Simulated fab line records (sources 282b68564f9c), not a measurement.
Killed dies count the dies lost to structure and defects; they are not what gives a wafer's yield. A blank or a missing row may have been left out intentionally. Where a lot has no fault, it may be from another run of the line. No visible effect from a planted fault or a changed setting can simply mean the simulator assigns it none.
Commonality check across tools / flow rit cmos / Sampled: 14 lots, 42 wafers

THE REASON FOR OPENING IT
2 of 14 lots carry a flag on the reading NLDD_TW at RIT_NLDD_TW_MEAS_10. Wafers without a fault read 2491, standard deviation 21.
Rule: a lot gets a flag if all its wafers with a number sit over 4 standard deviations from that mean, or if no wafer of it has a number. The other lots count as sound.

lot=L684; measured=day 3 03:41; on=film metro-01; NLDD_TW, wafer by wafer=2502 2496 2492; flag=
lot=L685; measured=day 3 09:37; on=film metro-03; NLDD_TW, wafer by wafer=2504 2509 2498; flag=
lot=L686; measured=day 3 13:31; on=film metro-04; NLDD_TW, wafer by wafer=2468 2469 2470; flag=
lot=L688; measured=day 4 00:08; on=film metro-04; NLDD_TW, wafer by wafer=2484 2485 2479; flag=
lot=L690; measured=day 4 10:40; on=film metro-01; NLDD_TW, wafer by wafer=2502 2491 2493; flag=
lot=L692; measured=day 4 19:46; on=film metro-01; NLDD_TW, wafer by wafer=2479 2485 2489; flag=
lot=L693; measured=day 5 00:05; on=film metro-01; NLDD_TW, wafer by wafer=2505 2496 2485; flag=
lot=L694; measured=day 5 07:17; on=film metro-03; NLDD_TW, wafer by wafer=2506 2517 2505; flag=
lot=L695; measured=day 5 10:35; on=film metro-04; NLDD_TW, wafer by wafer=2493 2454 2474; flag=
lot=L696; measured=day 5 16:09; on=film metro-04; NLDD_TW, wafer by wafer=2453 2441 2452; flag=
lot=L697; measured=day 5 20:08; on=film metro-03; NLDD_TW, wafer by wafer=2510 2517 2528; flag=
lot=L698; measured=day 6 01:31; on=film metro-03; NLDD_TW, wafer by wafer=2308 2287 2299; flag=FLAGGED
lot=L700; measured=day 6 12:26; on=film metro-03; NLDD_TW, wafer by wafer=2309 2308 2290; flag=FLAGGED
lot=L704; measured=day 7 09:52; on=film metro-04; NLDD_TW, wafer by wafer=2485 2455 2446; flag=
The mean of the flagged lots' numbers is 2300, -191 from the usual (-9 standard deviations).

TOOL THAT RAN EACH LOT
The record holds 1 process step before the reading, out of a route of 202 steps. In each cell: the tool, then ch and the chambers that the sampled wafers went through, then the start.
lot=L684; flag=; RIT_NLDD_IMPLANT_08=implanter-02 ch 0, day 3 03:22
lot=L685; flag=; RIT_NLDD_IMPLANT_08=implanter-01 ch 0, day 3 09:17
lot=L686; flag=; RIT_NLDD_IMPLANT_08=implanter-02 ch 0, day 3 13:11
lot=L688; flag=; RIT_NLDD_IMPLANT_08=implanter-01 ch 0, day 3 23:50
lot=L690; flag=; RIT_NLDD_IMPLANT_08=implanter-01 ch 0, day 4 10:20
lot=L692; flag=; RIT_NLDD_IMPLANT_08=implanter-02 ch 0, day 4 19:26
lot=L693; flag=; RIT_NLDD_IMPLANT_08=implanter-02 ch 0, day 4 23:46
lot=L694; flag=; RIT_NLDD_IMPLANT_08=implanter-03 ch 0, day 5 07:01
lot=L695; flag=; RIT_NLDD_IMPLANT_08=implanter-01 ch 0, day 5 10:19
lot=L696; flag=; RIT_NLDD_IMPLANT_08=implanter-03 ch 0, day 5 15:50
lot=L697; flag=; RIT_NLDD_IMPLANT_08=implanter-02 ch 0, day 5 19:50
lot=L698; flag=FLAGGED; RIT_NLDD_IMPLANT_08=implanter-02 ch 0, day 6 01:12
lot=L700; flag=FLAGGED; RIT_NLDD_IMPLANT_08=implanter-02 ch 0, day 6 12:08
lot=L704; flag=; RIT_NLDD_IMPLANT_08=implanter-03 ch 0, day 7 09:32
What is done by these steps:
- RIT_NLDD_IMPLANT_08
- RIT_NLDD_TW_MEAS_10

FLAGGED OVER TOTAL, TOOL BY TOOL (the gauges that took the reading come last)
step=RIT_NLDD_IMPLANT_08; tool=implanter-01; lots run=4; flagged=0; share of the flagged lots=none; sound lots run after its first flagged lot=-
step=RIT_NLDD_IMPLANT_08; tool=implanter-02; lots run=7; flagged=2; share of the flagged lots=all; sound lots run after its first flagged lot=0
step=RIT_NLDD_IMPLANT_08; tool=implanter-03; lots run=3; flagged=0; share of the flagged lots=none; sound lots run after its first flagged lot=-
step=RIT_NLDD_TW_MEAS_10; tool=film metro-01; lots run=4; flagged=0; share of the flagged lots=none; sound lots run after its first flagged lot=-
step=RIT_NLDD_TW_MEAS_10; tool=film metro-03; lots run=5; flagged=2; share of the flagged lots=all; sound lots run after its first flagged lot=0
step=RIT_NLDD_TW_MEAS_10; tool=film metro-04; lots run=5; flagged=0; share of the flagged lots=none; sound lots run after its first flagged lot=-

WHAT THE TABLE ALLOWS
Rows of the table that ran all the flagged lots, 2 in number: implanter-02 at RIT_NLDD_IMPLANT_08; film metro-03 at RIT_NLDD_TW_MEAS_10.
- implanter-02 at RIT_NLDD_IMPLANT_08: 2 of its 7 lots flagged. A fault beginning between L697 (day 5 19:50), its last sound lot, and L698 (day 6 01:12), its first flagged one, fits the data. Its own readings (dose ions cm2, faraday current uA) fall more than 4 standard deviations out on all wafers of the flagged lots.
- film metro-03 at RIT_NLDD_TW_MEAS_10: 2 of its 5 lots flagged. A fault beginning between L697 (day 5 20:08), its last sound lot, and L698 (day 6 01:31), its first flagged one, fits the data.
A lot count leaves these 2 tools indistinguishable: every one of them fits a fault beginning at some hour. More lots, or a look at what each step does to the wafer, might.

WHAT THE SIMULATOR HAD PUT IN
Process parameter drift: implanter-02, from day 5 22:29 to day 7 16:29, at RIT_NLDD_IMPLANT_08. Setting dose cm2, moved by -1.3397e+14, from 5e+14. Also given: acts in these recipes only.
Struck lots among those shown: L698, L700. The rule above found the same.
